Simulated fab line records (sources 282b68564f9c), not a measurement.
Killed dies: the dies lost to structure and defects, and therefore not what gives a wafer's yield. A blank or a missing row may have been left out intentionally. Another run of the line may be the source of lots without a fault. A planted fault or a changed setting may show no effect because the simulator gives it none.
fab line records + flow rit_cmos
record:
- lots: 14
- wafers: 42
- last_day: 7
route steps=202 shown CONTACT@182 M1@202
lots with no fault: from the same line, run without faults
start_h: hours from the record's first day to the start of the lot's first wafer shown + wait_h: how many hours have passed since the lot's step before this one + " as in the row above + L1.1+2: one row covering several wafers at once + - no value present, or no start provided + * or withheld: withheld + < > ~ a bound
route shown NAME@n: a module of which the file shows steps, and the number in the route of the first + usual: the fault-free wafers' mean and standard deviation + same: alike in all rows + chamber/n: place in a boat + sites: each site's reading + _std_site: the standard deviation of these + _edge_site: inner sites' mean taken away from outer sites' mean + radius_mm: how far each site lies from the wafer's centre + mask NAME#n: copy n + behind: the last tool/chamber to shape the wafer + hold: why the lot was held/for how many hours/how that ended + device: the n, p or np transistor that did not switch + end of line: the same wafers' tests at the end of the route + a step given without rows: its recipe and nothing more + killed: count of dies lost to structure and defects at first sort (not the wafer's yield) + map: shows each die of a wafer: x if killed, . if not, _ if none is there
set.NAME: the setting the step ran with; set.NAME@STEP: the setting that earlier step ran with + model.NAME: the simulator's own value behind a step, which no gauge read
a sample of lots followed through the steps of the route, with each step as a table and each wafer as a row
== steps ==
step: RIT_CONTACT_CLEAN_13
recipe:
- chemistry: SC1
- mix: 3:3:50
- time_s: 600
- temp_c: 75
usual:
- run_length_s: 627/3.4
| lot.wafer | tool         | chamber | start_h | wait_h | run_length_s |
|-----------|--------------|---------|---------|--------|--------------|
| L805.2    | wet_bench-01 | 2       | 58.04   | 0.1    | 633          |
| L805.3    | "            | 2       | "       | "      | 633          |
| L805.4    | "            | 2       | "       | "      | 633          |
| L807.1    | wet_bench-01 | 3       | 67.64   | 0.1    | 632          |
| L807.2    | "            | 3       | "       | "      | 632          |
| L807.5    | "            | 3       | "       | "      | 632          |
| L808.1    | wet_bench-02 | 1       | 71.48   | 0.1    | 627          |
| L808.3    | "            | 1       | "       | "      | 627          |
| L808.6    | "            | 1       | "       | "      | 627          |
| L809.1    | wet_bench-02 | 0       | 78.28   | 0.1    | 628          |
| L809.3    | "            | 0       | "       | "      | 628          |
| L809.6    | "            | 0       | "       | "      | 628          |
| L811.3    | wet_bench-02 | 3       | 88.28   | 0.1    | 627          |
| L811.4    | "            | 3       | "       | "      | 627          |
| L811.6    | "            | 3       | "       | "      | 627          |
| L812.3    | wet_bench-01 | 1       | 93.01   | 0.1    | 624          |
| L812.4    | "            | 1       | "       | "      | 624          |
| L812.6    | "            | 1       | "       | "      | 624          |
| L814.2    | wet_bench-03 | 1       | 103.58  | 0.1    | 626          |
| L814.4    | "            | 1       | "       | "      | 626          |
| L814.5    | "            | 1       | "       | "      | 626          |
| L815.1    | wet_bench-02 | 3       | 106.95  | 0.1    | 626          |
| L815.3    | "            | 3       | "       | "      | 626          |
| L815.4    | "            | 3       | "       | "      | 626          |
| L816.1    | wet_bench-01 | 1       | 114.51  | 0.1    | 626          |
| L816.3    | "            | 1       | "       | "      | 626          |
| L816.6    | "            | 1       | "       | "      | 626          |
| L817.3    | wet_bench-02 | 2       | 121.68  | 0.1    | 547          |
| L817.4    | "            | 2       | "       | "      | 547          |
| L817.5    | "            | 2       | "       | "      | 547          |
| L820.4    | wet_bench-02 | 0       | 133.56  | 0.0    | 556          |
| L820.5    | "            | 0       | "       | "      | 556          |
| L820.6    | "            | 0       | "       | "      | 556          |
| L822.1    | wet_bench-01 | 1       | 141.95  | 0.1    | 632          |
| L822.4    | "            | 1       | "       | "      | 632          |
| L822.6    | "            | 1       | "       | "      | 632          |
| L825.3    | wet_bench-03 | 1       | 162.18  | 0.1    | 626          |
| L825.5    | "            | 1       | "       | "      | 626          |
| L825.6    | "            | 1       | "       | "      | 626          |
| L827.2    | wet_bench-01 | 1       | 169.59  | 0.1    | 625          |
| L827.3    | "            | 1       | "       | "      | 625          |
| L827.5    | "            | 1       | "       | "      | 625          |
step: RIT_M1_PROBE_99
usual:
- killed_at_contacts: 0.0/0.16
- killed_at_front_end: 7/3
- killed_dies: 7/3
- killed_open: 3.5/2
- killed_short: 3.6/2.1
same:
- gross_dies: 264
- killed_at_M0_to_M3: 0
- killed_at_M4_up: 0
- killed_at_back_side: 0
- killed_at_other: 0
| lot.wafer | tool      | chamber | start_h | wait_h | killed_at_contacts | killed_at_front_end | killed_dies | killed_open | killed_short |
|-----------|-----------|---------|---------|--------|--------------------|---------------------|-------------|-------------|--------------|
| L805.2    | prober-02 | -       | 62.58   | 0.1    | 0                  | 5                   | 5           | 2           | 3            |
| L805.3    | prober-02 | -       | 62.63   | 0.2    | 0                  | 7                   | 7           | 4           | 3            |
| L805.4    | prober-02 | -       | 62.68   | 0.2    | 0                  | 5                   | 5           | 3           | 2            |
| L807.1    | prober-02 | -       | 73.57   | 0.1    | 1                  | 10                  | 11          | 3           | 8            |
| L807.2    | prober-02 | -       | 73.62   | 0.1    | 0                  | 5                   | 5           | 2           | 3            |
| L807.5    | prober-02 | -       | 73.77   | 0.2    | 0                  | 9                   | 9           | 4           | 5            |
| L808.1    | prober-01 | -       | 75.97   | 0.1    | 0                  | 6                   | 6           | 2           | 4            |
| L808.3    | prober-01 | -       | 76.07   | 0.2    | 0                  | 4                   | 4           | 3           | 1            |
| L808.6    | prober-01 | -       | 76.22   | 0.2    | 0                  | 6                   | 6           | 3           | 3            |
| L809.1    | prober-02 | -       | 83.44   | 0.1    | 0                  | 7                   | 7           | 4           | 3            |
| L809.3    | prober-02 | -       | 83.54   | 0.2    | 0                  | 7                   | 7           | 3           | 4            |
| L809.6    | prober-02 | -       | 83.69   | 0.2    | 0                  | 3                   | 3           | 0           | 3            |
| L811.3    | prober-02 | -       | 92.84   | 0.2    | 0                  | 5                   | 5           | 2           | 3            |
| L811.4    | prober-02 | -       | 92.89   | 0.2    | 0                  | 6                   | 6           | 3           | 3            |
| L811.6    | prober-02 | -       | 92.99   | 0.2    | 0                  | 9                   | 9           | 4           | 5            |
| L812.3    | prober-01 | -       | 99.54   | 0.2    | 0                  | 8                   | 8           | 3           | 5            |
| L812.4    | prober-01 | -       | 99.59   | 0.2    | 0                  | 6                   | 6           | 6           | 0            |
| L812.6    | prober-01 | -       | 99.69   | 0.2    | 0                  | 5                   | 5           | 2           | 3            |
| L814.2    | prober-01 | -       | 108.19  | 0.1    | 0                  | 5                   | 5           | 3           | 2            |
| L814.4    | prober-01 | -       | 108.29  | 0.2    | 0                  | 12                  | 12          | 7           | 5            |
| L814.5    | prober-01 | -       | 108.34  | 0.2    | 0                  | 4                   | 4           | 2           | 2            |
| L815.1    | prober-02 | -       | 113.75  | 0.1    | 0                  | 13                  | 13          | 4           | 9            |
| L815.3    | prober-02 | -       | 113.85  | 0.2    | 0                  | 4                   | 4           | 1           | 3            |
| L815.4    | prober-02 | -       | 113.90  | 0.2    | 0                  | 4                   | 4           | 1           | 3            |
| L816.1    | prober-01 | -       | 118.89  | 0.1    | 0                  | 4                   | 4           | 3           | 1            |
| L816.3    | prober-01 | -       | 118.99  | 0.2    | 0                  | 6                   | 6           | 3           | 3            |
| L816.6    | prober-01 | -       | 119.14  | 0.2    | 0                  | 11                  | 11          | 6           | 5            |
| L817.3    | prober-02 | -       | 126.15  | 0.2    | 0                  | 11                  | 11          | 5           | 6            |
| L817.4    | prober-02 | -       | 126.20  | 0.2    | 0                  | 3                   | 3           | 1           | 2            |
| L817.5    | prober-02 | -       | 126.25  | 0.2    | 0                  | 10                  | 10          | 3           | 7            |
| L820.4    | prober-01 | -       | 139.37  | 0.2    | 0                  | 3                   | 3           | 3           | 0            |
| L820.5    | prober-01 | -       | 139.42  | 0.2    | 0                  | 5                   | 5           | 4           | 1            |
| L820.6    | prober-01 | -       | 139.47  | 0.2    | 0                  | 5                   | 5           | 2           | 3            |
| L822.1    | prober-02 | -       | 147.92  | 0.1    | 0                  | 12                  | 12          | 4           | 8            |
| L822.4    | prober-02 | -       | 148.07  | 0.2    | 0                  | 5                   | 5           | 2           | 3            |
| L822.6    | prober-02 | -       | 148.17  | 0.2    | 0                  | 7                   | 7           | 2           | 5            |
| L825.3    | prober-01 | -       | 167.58  | 0.2    | 0                  | 6                   | 6           | 3           | 3            |
| L825.5    | prober-01 | -       | 167.68  | 0.2    | 0                  | 7                   | 7           | 2           | 5            |
| L825.6    | prober-01 | -       | 167.73  | 0.2    | 0                  | 5                   | 5           | 2           | 3            |
| L827.2    | prober-01 | -       | 174.07  | 0.1    | 0                  | 8                   | 8           | 7           | 1            |
| L827.3    | prober-01 | -       | 174.12  | 0.2    | 0                  | 8                   | 8           | 4           | 4            |
| L827.5    | prober-01 | -       | 174.22  | 0.2    | 0                  | 10                  | 10          | 4           | 6            |
killed by level:class
L805.2 SILICIDE:geometric_particle:short=2 GATE:geometric_particle:short=1 GATE:geometric_particle:open=1 REOX:geometric_particle:open=1
L805.3 FOX2:geometric_particle:short=3 REOX:geometric_particle:open=2 FOX1:geometric_particle:open=1 GATE:geometric_particle:open=1
L805.4 GATE:geometric_particle:short=2 GATE:geometric_particle:open=2 SILICIDE:geometric_particle:open=1
L807.1 GATE:geometric_particle:short=4 REOX:geometric_particle:short=3 FOX1:geometric_particle:short=1 GATE:geometric_particle:open=1 REOX:geometric_particle:open=1 CONTACT:geometric_particle:open=1
L807.2 GATE:geometric_particle:short=3 GATE:geometric_particle:open=1 REOX:geometric_particle:open=1
L807.5 GATE:geometric_particle:short=2 FOX1:geometric_particle:open=1 FOX2:geometric_particle:short=1 FOX2:geometric_particle:open=1 GATE:geometric_particle:open=1 REOX:geometric_particle:open=1 SPACER:geometric_particle:short=1 SILICIDE:geometric_particle:short=1
L808.1 GATE:geometric_particle:short=2 FOX1:geometric_particle:open=1 GATE:geometric_particle:open=1 REOX:geometric_particle:short=1 SPACER:geometric_particle:short=1
L808.3 FOX1:geometric_particle:open=3 REOX:geometric_particle:short=1
L808.6 GATE:geometric_particle:short=2 SILICIDE:geometric_particle:open=2 FOX1:geometric_particle:open=1 FOX1:geometric_particle:short=1
L809.1 GATE:geometric_particle:short=2 FOX2:geometric_particle:open=1 GATE:geometric_particle:open=1 REOX:geometric_particle:short=1 REOX:geometric_particle:open=1 SPACER:geometric_particle:open=1
L809.3 REOX:geometric_particle:short=4 REOX:geometric_particle:open=2 FOX1:geometric_particle:open=1
L809.6 GATE:geometric_particle:short=2 SPACER:geometric_particle:short=1
L811.3 FOX1:geometric_particle:short=1 FOX2:geometric_particle:open=1 GATE:geometric_particle:short=1 REOX:geometric_particle:open=1 SPACER:geometric_particle:short=1
L811.4 FOX1:geometric_particle:open=2 FOX1:geometric_particle:short=1 FOX2:geometric_particle:short=1 GATE:geometric_particle:open=1 SPACER:geometric_particle:short=1
L811.6 FOX1:geometric_particle:short=2 SPACER:geometric_particle:open=2 FOX1:geometric_particle:open=1 REOX:geometric_particle:short=1 SPACER:geometric_particle:short=1 SILICIDE:geometric_particle:open=1 SILICIDE:geometric_particle:short=1
L812.3 GATE:geometric_particle:short=4 FOX1:geometric_particle:open=1 GATE:geometric_particle:open=1 SPACER:geometric_particle:short=1 SPACER:geometric_particle:open=1
L812.4 GATE:geometric_particle:open=2 SILICIDE:geometric_particle:open=2 FOX1:geometric_particle:open=1 SPACER:geometric_particle:open=1
L812.6 GATE:geometric_particle:short=2 SPACER:geometric_particle:open=1 SILICIDE:geometric_particle:open=1 SILICIDE:geometric_particle:short=1
L814.2 GATE:geometric_particle:short=2 GATE:geometric_particle:open=1 REOX:geometric_particle:open=1 SPACER:geometric_particle:open=1
L814.4 GATE:geometric_particle:open=4 GATE:geometric_particle:short=3 FOX1:geometric_particle:short=2 SILICIDE:geometric_particle:open=2 SPACER:geometric_particle:open=1
L814.5 GATE:geometric_particle:open=2 GATE:geometric_particle:short=1 SPACER:geometric_particle:short=1
L815.1 GATE:geometric_particle:short=4 GATE:geometric_particle:open=3 FOX1:geometric_particle:short=1 FOX2:geometric_particle:open=1 FOX2:geometric_particle:short=1 REOX:geometric_particle:short=1 SPACER:geometric_particle:short=1 SILICIDE:geometric_particle:short=1
L815.3 GATE:geometric_particle:short=2 REOX:geometric_particle:open=1 SPACER:geometric_particle:short=1
L815.4 REOX:geometric_particle:short=2 GATE:geometric_particle:short=1 GATE:geometric_particle:open=1
L816.1 SILICIDE:geometric_particle:open=2 FOX2:geometric_particle:open=1 SILICIDE:geometric_particle:short=1
L816.3 GATE:geometric_particle:short=1 GATE:geometric_particle:open=1 SPACER:geometric_particle:short=1 SPACER:geometric_particle:open=1 SILICIDE:geometric_particle:short=1 SILICIDE:geometric_particle:open=1
L816.6 GATE:geometric_particle:open=4 GATE:geometric_particle:short=3 FOX1:geometric_particle:open=2 FOX1:geometric_particle:short=1 FOX2:geometric_particle:short=1
L817.3 GATE:geometric_particle:short=5 FOX1:geometric_particle:open=1 FOX2:geometric_particle:open=1 FOX2:geometric_particle:short=1 GATE:geometric_particle:open=1 REOX:geometric_particle:open=1 SILICIDE:geometric_particle:open=1
L817.4 GATE:geometric_particle:short=1 SILICIDE:geometric_particle:short=1 SILICIDE:geometric_particle:open=1
L817.5 GATE:geometric_particle:short=2 REOX:geometric_particle:short=2 ACTIVE:geometric_particle:short=1 FOX1:geometric_particle:short=1 FOX2:geometric_particle:open=1 GATE:geometric_particle:open=1 SPACER:geometric_particle:open=1 SPACER:geometric_particle:short=1
L820.4 REOX:geometric_particle:open=2 FOX1:geometric_particle:open=1
L820.5 GATE:geometric_particle:open=2 REOX:geometric_particle:short=1 REOX:geometric_particle:open=1 SILICIDE:geometric_particle:open=1
L820.6 FOX1:geometric_particle:open=1 GATE:geometric_particle:open=1 GATE:geometric_particle:short=1 REOX:geometric_particle:short=1 SILICIDE:geometric_particle:short=1
L822.1 FOX1:geometric_particle:short=4 SILICIDE:geometric_particle:short=2 GATE:geometric_particle:short=2 SILICIDE:geometric_particle:open=2 GATE:geometric_particle:open=1 SPACER:geometric_particle:open=1
L822.4 GATE:geometric_particle:open=2 SILICIDE:geometric_particle:short=2 REOX:geometric_particle:short=1
L822.6 SILICIDE:geometric_particle:short=3 FOX1:geometric_particle:short=1 FOX1:geometric_particle:open=1 GATE:geometric_particle:short=1 SPACER:geometric_particle:open=1
L825.3 REOX:geometric_particle:short=2 SPACER:geometric_particle:open=2 FOX1:geometric_particle:open=1 GATE:geometric_particle:short=1
L825.5 SPACER:geometric_particle:open=2 SPACER:geometric_particle:short=2 FOX1:geometric_particle:short=1 GATE:geometric_particle:short=1 REOX:geometric_particle:short=1
L825.6 SILICIDE:geometric_particle:short=2 ACTIVE:geometric_particle:open=1 FOX1:geometric_particle:short=1 SPACER:geometric_particle:open=1
L827.2 GATE:geometric_particle:open=3 FOX2:geometric_particle:open=1 REOX:geometric_particle:open=1 REOX:geometric_particle:short=1 SPACER:geometric_particle:open=1 SILICIDE:geometric_particle:open=1
L827.3 FOX1:geometric_particle:open=2 GATE:geometric_particle:open=2 GATE:geometric_particle:short=2 FOX1:geometric_particle:short=1 SILICIDE:geometric_particle:short=1
L827.5 FOX1:geometric_particle:short=2 FOX1:geometric_particle:open=2 SILICIDE:geometric_particle:short=2 GATE:geometric_particle:short=1 GATE:geometric_particle:open=1 SPACER:geometric_particle:short=1 SPACER:geometric_particle:open=1
== key ==
first_sign:
- step: RIT_CONTACT_CLEAN_13
- reading: run_length_s
- direction: down
- sigmas: 23
- usual: *
- struck: *
effect none on later readings
met_at RIT_CONTACT_CLEAN_13
struck_lots L817,L820
tester_left_out L817,L820
onset_between 106.95 121.68
fault:
- kind: process_parameter_drift
- tool: wet_bench-02
- chamber: -
- onset_h: 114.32
- steps: RIT_CONTACT_CLEAN_13
- channel: time_s
- offset: *
- shape: step
- end_h: 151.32
- acts_in: *
- stated: *
tester_left_out: of these lots the tester's yield and bins aren't shown, on N5 and GAA mostly nor the transistor test; their killed dies are dies lost to structure and defects alone, not to doping, threshold or leakage, so they don't give the yield
